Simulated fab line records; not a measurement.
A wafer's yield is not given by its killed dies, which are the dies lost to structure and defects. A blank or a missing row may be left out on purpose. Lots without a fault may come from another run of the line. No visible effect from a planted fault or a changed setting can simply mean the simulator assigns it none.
Chamber matching :: flow berkeley_cmos170 :: UCB170_GATE_ETCH_15 on rie_si-02 has 4 sister chambers
The step etches poly-Si in HBr/Cl2, stops on SiO2, time 56.3 s, target depth 278.2 nm. 4 wafers are shown with their chamber, then 7 later ones without.

== WAFERS, EACH WITH ITS CHAMBER ==
wafer: L550.1
chamber: 2
throttle_valve_pct (%): 26.88

wafer: L550.5
chamber: 3
throttle_valve_pct (%): 26.29

wafer: L557.1
chamber: 1
throttle_valve_pct (%): 26.52

wafer: L557.5
chamber: 0
throttle_valve_pct (%): 26.77

== WAFERS WITHOUT THEIR CHAMBER ==
wafer: L557.6
throttle_valve_pct (%): 26.27

wafer: L561.1
throttle_valve_pct (%): 26.89

wafer: L561.4
throttle_valve_pct (%): 26.52

wafer: L561.5
throttle_valve_pct (%): 26.27

wafer: L562.2
throttle_valve_pct (%): 26.26

wafer: L562.3
throttle_valve_pct (%): 26.89

wafer: L562.4
throttle_valve_pct (%): 26.52

== EACH ONE'S CHAMBER ==
wafer: L557.6
from the rows above: 3
in truth: 3

wafer: L561.1
from the rows above: 2
in truth: 2

wafer: L561.4
from the rows above: 1
in truth: 1

wafer: L561.5
from the rows above: 3
in truth: 3

wafer: L562.2
from the rows above: 3
in truth: 3

wafer: L562.3
from the rows above: 2
in truth: 2

wafer: L562.4
from the rows above: 1
in truth: 1
Placed correctly: 7 of 7. Not placeable from these rows: 0. Number placed wrongly: 0.
How it was worked out, from the rows above alone: a wafer's distance from a chamber is the root of the sum, over the readings, of the square of ((its reading less the chamber's mean) divided by the reading's scatter). The wafer belongs to the nearest chamber; if the next one is less than 2 further off, it can't be placed. A chamber's mean is the mean of its shown wafers. The scatter (one wafer shown for each chamber): square how far every hidden wafer sits from the nearest shown wafer, average those squares and take the square root.
